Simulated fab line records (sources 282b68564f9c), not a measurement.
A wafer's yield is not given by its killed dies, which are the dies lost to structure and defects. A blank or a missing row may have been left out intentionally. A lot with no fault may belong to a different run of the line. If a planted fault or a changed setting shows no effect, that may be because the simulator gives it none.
fab line records ; flow rit-cmos
record lots=7; wafers=21; last-day=7
route steps=202 shown PWELL@49 WELLDRIVE@50 NWELL@51 NRETRO@53 M1@202
lots that met no fault: taken from a fault-free run of the same line
start-h: hours from the record's first day to the start of the lot's first wafer shown ; wait-h: hours since the lot's step before ; " unchanged from the row above ; L1.1+2: a single row standing in for several wafers ; - value missing, or start not given ; * or withheld: withheld ; < > ~ a bound
route shown NAME@n: a module of which the file shows steps, and the number in the route of the first ; usual: mean/standard deviation of fault-free wafers ; same: alike in all rows ; chamber/n: place in a boat ; sites: readings site by site ; _std_site: standard deviation across them ; _edge_site: the outer-site mean with the inner-site mean subtracted ; radius-mm: for every site, how far away it sits from the centre of the wafer ; mask NAME#n: copy n ; behind: the last tool/chamber to shape the wafer ; hold: the reason the lot was held/the length of the hold in hours/how it ended ; device: the n, p or np transistor that did not switch ; end of line: tests of these same wafers at the route's end ; a step with no rows: only its recipe ; killed: count of dies lost to structure and defects at first sort (not the wafer's yield) ; map: the dies of a wafer, with x for killed, . for not killed, _ for no die there
set.NAME: the setting the step ran with; set.NAME@STEP: the setting that earlier step ran with ; model.NAME: the simulator's own value behind a step, which no gauge read
lots at some steps of the route; a table a step, a row a wafer
services: from which hour (start-h, from the record's first day; less than 0 if before it) a tool's chamber was out of use, for how many hours, and why
## steps
# step RIT_PWELL_TW_MEAS_10
# usual PWELL_TW=946/8.9
lot.wafer;tool;chamber;start-h;wait-h;PWELL_TW
L588.2;film-metro-03;-;26.05;0.1;938
L588.4;film-metro-03;-;26.05;0.1;941
L588.6;film-metro-03;-;26.05;0.1;937
L589.3;film-metro-03;-;27.97;0.1;938
L589.5;film-metro-03;-;27.97;0.1;936
L589.6;film-metro-03;-;27.97;0.1;935
L601.3;film-metro-01;-;88.79;0.1;957
L601.4;film-metro-01;-;88.79;0.1;958
L601.5;film-metro-01;-;88.79;0.1;956
L602.1;film-metro-03;-;92.75;0.1;940
L602.2;film-metro-03;-;92.75;0.1;938
L602.5;film-metro-03;-;92.75;0.1;940
L603.3;film-metro-04;-;99.08;0.1;949
L603.4;film-metro-04;-;99.08;0.1;949
L603.5;film-metro-04;-;99.08;0.1;949
L605.1;film-metro-04;-;107.30;0.1;945
L605.2;film-metro-04;-;107.30;0.1;941
L605.6;film-metro-04;-;107.30;0.1;945
L609.2;film-metro-04;-;128.29;0.1;939
L609.3;film-metro-04;-;128.29;0.1;945
L609.6;film-metro-04;-;128.29;0.1;942
# step RIT_WELLDRIVE_ANNEAL_00
# recipe temp-c=1100; time-s=14700; ambient=N2
# step RIT_WELLDRIVE_RS_MEAS_01
# recipe thk-meas-gauge=four-point-probe
# usual NWELL_RS=275.2/0.72
lot.wafer;tool;chamber;start-h;wait-h;NWELL_RS[ohm/sq]
L588.2;film-metro-04;-;32.15;0.0;276.2
L588.4;film-metro-04;-;32.15;0.0;276.3
L588.6;film-metro-04;-;32.15;0.0;276.2
L589.3;film-metro-03;-;33.25;0.0;274.7
L589.5;film-metro-03;-;33.25;0.0;274.4
L589.6;film-metro-03;-;33.25;0.0;275.3
L601.3;film-metro-01;-;93.96;0.0;275.4
L601.4;film-metro-01;-;93.96;0.0;276.2
L601.5;film-metro-01;-;93.96;0.0;276.2
L602.1;film-metro-04;-;97.90;0.0;274.5
L602.2;film-metro-04;-;97.90;0.0;274.1
L602.5;film-metro-04;-;97.90;0.0;274.7
L603.3;film-metro-04;-;104.44;0.0;274.8
L603.4;film-metro-04;-;104.44;0.0;275.3
L603.5;film-metro-04;-;104.44;0.0;274.8
L605.1;film-metro-03;-;112.45;0.0;275.8
L605.2;film-metro-03;-;112.45;0.0;275.8
L605.6;film-metro-03;-;112.45;0.0;275.5
L609.2;film-metro-03;-;133.51;0.0;275.1
L609.3;film-metro-03;-;133.51;0.0;275.5
L609.6;film-metro-03;-;133.51;0.0;275.4
# step RIT_WELLDRIVE_RS_MEAS_02
# recipe thk-meas-gauge=four-point-probe
# usual PWELL_RS=429.6/1.3
lot.wafer;tool;chamber;start-h;wait-h;PWELL_RS[ohm/sq]
L588.2;film-metro-04;-;32.27;0.1;429.3
L588.4;film-metro-04;-;32.27;0.1;428.5
L588.6;film-metro-04;-;32.27;0.1;429.5
L589.3;film-metro-03;-;33.37;0.1;429.9
L589.5;film-metro-03;-;33.37;0.1;428.9
L589.6;film-metro-03;-;33.37;0.1;429.6
L601.3;film-metro-01;-;94.08;0.1;430.1
L601.4;film-metro-01;-;94.08;0.1;431.6
L601.5;film-metro-01;-;94.08;0.1;430.4
L602.1;film-metro-04;-;98.02;0.1;431.9
L602.2;film-metro-04;-;98.02;0.1;431.1
L602.5;film-metro-04;-;98.02;0.1;430.2
L603.3;film-metro-04;-;104.56;0.1;428.1
L603.4;film-metro-04;-;104.56;0.1;429.5
L603.5;film-metro-04;-;104.56;0.1;428.8
L605.1;film-metro-03;-;112.57;0.1;432.7
L605.2;film-metro-03;-;112.57;0.1;430.3
L605.6;film-metro-03;-;112.57;0.1;431.8
L609.2;film-metro-03;-;133.63;0.1;430.4
L609.3;film-metro-03;-;133.63;0.1;429.3
L609.6;film-metro-03;-;133.63;0.1;429.8
# step RIT_NRETRO_HMDS_00
# recipe prime-time-s=60; prime-temp-c=140
# step RIT_NRETRO_COAT_01
# recipe resist=NOVOLAK; spin-rpm=2000; resist-thk-nm=1300
# step RIT_NRETRO_SOFTBAKE_02
# recipe resist=NOVOLAK; temp-c=90; time-s=60
# step RIT_NRETRO_EXPOSE_03
# recipe mask-id=M4; na=0.57; target-cd-nm=43900; dose-mj=250
# step RIT_NRETRO_PEB_04
# recipe resist=NOVOLAK; temp-c=withheld; time-s=withheld
# step RIT_NRETRO_DEVELOP_05
# recipe resist=NOVOLAK; develop-time-s=68; dev-temp-c=23
# step RIT_NRETRO_OVL_MEAS_06
# usual NRETRO_OVL=0.5/1.4
lot.wafer;tool;chamber;start-h;wait-h;NRETRO_OVL[nm]
L588.2;overlay-02;-;33.26;-;2.0
L588.4;overlay-02;-;33.26;-;-0.6
L588.6;overlay-02;-;33.26;-;1.7
L589.3;overlay-01;-;34.47;-;1.3
L589.5;overlay-01;-;34.47;-;-0.3
L589.6;overlay-01;-;34.47;-;1.8
L601.3;overlay-02;-;95.05;-;-2.8
L601.4;overlay-02;-;95.05;-;-2.1
L601.5;overlay-02;-;95.05;-;-1.3
L602.1;overlay-02;-;99.14;-;1.7
L602.2;overlay-02;-;99.14;-;3.3
L602.5;overlay-02;-;99.14;-;2.4
L603.3;overlay-02;-;105.66;-;-0.8
L603.4;overlay-02;-;105.66;-;-2.2
L603.5;overlay-02;-;105.66;-;-0.3
L605.1;overlay-01;-;113.69;-;0.6
L605.2;overlay-01;-;113.69;-;1.4
L605.6;overlay-01;-;113.69;-;-0.5
L609.2;overlay-01;-;134.74;-;0.1
L609.3;overlay-01;-;134.74;-;0.0
L609.6;overlay-01;-;134.74;-;-1.3
# step RIT_NRETRO_HARDBAKE_07
# recipe resist=NOVOLAK; temp-c=140; time-s=120
# step RIT_NRETRO_IMPLANT_08
# recipe species=P; energy-kev=70; dose-cm2=1.007e+13; tilt-deg=7
# usual beam-energy-keV=70.007/0.021
lot.wafer;tool;chamber;start-h;wait-h;beam-energy-keV;model.implant.drp-nm
L588.2;implanter-04;0;33.56;0.2;70.001;33.94
L588.4;implanter-04;0;33.56;0.2;70.000;33.94
L588.6;implanter-04;0;33.56;0.2;70.009;33.94
L589.3;implanter-03;0;34.79;0.2;69.976;33.94
L589.5;implanter-03;0;34.79;0.2;69.992;33.94
L589.6;implanter-03;0;34.79;0.2;70.014;33.94
L601.3;implanter-04;0;95.37;0.2;71.549;34.55
L601.4;implanter-04;0;95.37;0.2;71.518;34.55
L601.5;implanter-04;0;95.37;0.2;71.503;34.55
L602.1;implanter-04;0;99.43;0.2;71.487;34.55
L602.2;implanter-04;0;99.43;0.2;71.485;34.55
L602.5;implanter-04;0;99.43;0.2;71.508;34.55
L603.3;implanter-04;0;105.99;0.2;71.495;34.55
L603.4;implanter-04;0;105.99;0.2;71.516;34.55
L603.5;implanter-04;0;105.99;0.2;71.510;34.55
L605.1;implanter-02;0;113.98;0.2;70.017;33.94
L605.2;implanter-02;0;113.98;0.2;70.010;33.94
L605.6;implanter-02;0;113.98;0.2;70.010;33.94
L609.2;implanter-02;0;135.04;0.2;70.015;33.94
L609.3;implanter-02;0;135.04;0.2;70.020;33.94
L609.6;implanter-02;0;135.04;0.2;70.031;33.94
# step RIT_NRETRO_STRIP_09
# recipe chemistry=O2; time-s=180; resist=NOVOLAK; platen-temp-c=withheld; power-w=500; pressure-mtorr=4000; o2-flow-sccm=4000
# usual drypump-motor-current-A=5.5/0.4; rf-refl-power-W=6.3/1.4
lot.wafer;tool;chamber;start-h;wait-h;drypump-motor-current-A;rf-hours-counter-h;rf-refl-power-W
L588.2;plasma-asher-04;0;33.69;0.1;5.8;40;7.8
L588.4;plasma-asher-04;1;33.69;0.1;5.5;-;4.8
L588.6;plasma-asher-04;1;33.69;0.1;5.5;-;4.6
L589.3;plasma-asher-03;0;34.95;0.1;4.8;-;8.2
L589.5;plasma-asher-03;1;34.95;0.1;5.7;-;8.1
L589.6;plasma-asher-03;0;34.95;0.1;4.8;-;8.3
L601.3;plasma-asher-03;1;95.53;0.1;5.7;-;8.5
L601.4;plasma-asher-03;0;95.53;0.1;4.8;-;8.3
L601.5;plasma-asher-03;0;95.53;0.1;4.8;-;8.1
L602.1;plasma-asher-01;1;99.58;0.1;5.8;30;4.5
L602.2;plasma-asher-01;0;99.58;0.1;4.8;30;6.7
L602.5;plasma-asher-01;1;99.58;0.1;5.9;-;4.5
L603.3;plasma-asher-01;0;106.14;0.1;4.8;-;6.8
L603.4;plasma-asher-01;1;106.14;0.1;5.9;-;4.5
L603.5;plasma-asher-01;0;106.14;0.1;4.8;-;6.9
L605.1;plasma-asher-03;0;114.13;0.1;4.8;48;8.2
L605.2;plasma-asher-03;1;114.13;0.1;5.7;48;8.2
L605.6;plasma-asher-03;0;114.13;0.1;4.8;-;8.4
L609.2;plasma-asher-01;1;135.17;0.1;5.9;33;4.6
L609.3;plasma-asher-01;0;135.17;0.1;4.8;-;7.1
L609.6;plasma-asher-01;0;135.17;0.1;4.8;-;6.2
# step RIT_M1_PROBE_99
# usual killed-at-contacts=0.1/0.31; killed-at-front-end=7/3.2; killed-dies=7/3.2; killed-open=3.6/2.1; killed-short=3.5/2.1
# same gross-dies=264; killed_at_M0_to_M3=0; killed_at_M4_up=0; killed-at-back-side=0; killed-at-other=0
lot.wafer;tool;chamber;start-h;wait-h;killed-at-contacts;killed-at-front-end;killed-dies;killed-open;killed-short
L588.2;prober-01;-;61.00;0.1;0;4;4;1;3
L588.4;prober-01;-;61.10;0.2;0;5;5;3;2
L588.6;prober-01;-;61.20;0.2;0;5;5;4;1
L589.3;prober-02;-;63.77;0.2;0;2;2;1;1
L589.5;prober-02;-;63.87;0.2;0;4;4;1;3
L589.6;prober-02;-;63.92;0.2;0;8;8;6;2
L601.3;prober-01;-;123.77;0.2;0;5;5;3;2
L601.4;prober-01;-;123.82;0.2;0;6;6;5;1
L601.5;prober-01;-;123.87;0.2;0;8;8;4;4
L605.1;prober-01;-;140.82;0.1;0;2;2;1;1
L605.2;prober-01;-;140.87;0.1;1;8;9;6;3
L605.6;prober-01;-;141.07;0.2;0;8;8;2;6
# killed by level:class
L588.2 GATE:geometric-particle:short=2 FOX2:geometric-particle:open=1 FOX2:geometric-particle:short=1
L588.4 SPACER:geometric-particle:short=2 FOX1:geometric-particle:open=1 FOX2:geometric-particle:open=1 REOX:geometric-particle:open=1
L588.6 GATE:geometric-particle:open=3 REOX:geometric-particle:short=1 REOX:geometric-particle:open=1
L589.3 FOX2:geometric-particle:short=1 REOX:geometric-particle:open=1
L589.5 FOX1:geometric-particle:open=1 FOX2:geometric-particle:short=1 GATE:geometric-particle:short=1 SILICIDE:geometric-particle:short=1
L589.6 GATE:geometric-particle:open=3 FOX1:geometric-particle:open=2 GATE:geometric-particle:short=1 SILICIDE:geometric-particle:short=1 SILICIDE:geometric-particle:open=1
L601.3 GATE:geometric-particle:open=3 FOX1:geometric-particle:short=2
L601.4 FOX1:geometric-particle:open=2 GATE:geometric-particle:open=2 FOX2:geometric-particle:short=1 SPACER:geometric-particle:open=1
L601.5 GATE:geometric-particle:open=2 SPACER:geometric-particle:short=2 FOX2:geometric-particle:short=1 GATE:geometric-particle:short=1 REOX:geometric-particle:open=1 SPACER:geometric-particle:open=1
L605.1 GATE:geometric-particle:short=1 GATE:geometric-particle:open=1
L605.2 FOX1:geometric-particle:short=2 GATE:geometric-particle:open=2 REOX:geometric-particle:open=2 FOX2:geometric-particle:open=1 GATE:geometric-particle:short=1 CONTACT:geometric-particle:open=1
L605.6 GATE:geometric-particle:short=4 FOX1:geometric-particle:open=1 FOX1:geometric-particle:short=1 FOX2:geometric-particle:short=1 GATE:geometric-particle:open=1
## services
tool;chamber;start-h;hours;kind
implanter-04;-;26.49;6.9;pm
implanter-04;-;37.59;0.6;repair
plasma-asher-04;-;54.47;2.2;repair
plasma-asher-01;-;70.32;15.6;pm
plasma-asher-04;-;108.75;9.0;pm
plasma-asher-04;0;108.75;9.0;vent-cycle
plasma-asher-04;1;108.75;9.0;vent-cycle
implanter-03;-;115.19;9.1;pm
plasma-asher-04;0;117.75;-;clean
plasma-asher-04;1;117.75;-;clean
implanter-04;-;118.21;3.3;pm
implanter-04;-;123.72;1.7;repair
implanter-03;-;131.97;2.2;repair
implanter-03;-;134.20;3.1;pm
## key
first-sign step=RIT_NRETRO_IMPLANT_08; reading=beam-energy-keV; direction=up; sigmas=73; usual=70.007; struck=71.508
effect none on later readings
model-effect step=RIT_NRETRO_IMPLANT_08; value=implant.drp-nm; without=33.94; struck=34.55
met-at RIT_NRETRO_IMPLANT_08
struck-wafers L601.3,L601.4,L601.5,L602.1,L602.2,L602.5,L603.3,L603.4,L603.5
tester-left-out L601,L602,L603
onset-between 33.56 95.37
fault kind=process-parameter-drift; tool=implanter-04; chamber=-; onset-h=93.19; steps=RIT_NRETRO_IMPLANT_08; channel=energy-kev; offset=1.5096; shape=step; end-h=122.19; acts-in=these-recipes-only; stated=70
# tester-left-out: of these lots the tester's yield and bins aren't shown, on N5 and GAA mostly nor the transistor test; their killed dies are dies lost to structure and defects alone, not to doping, threshold or leakage, so they don't give the yield
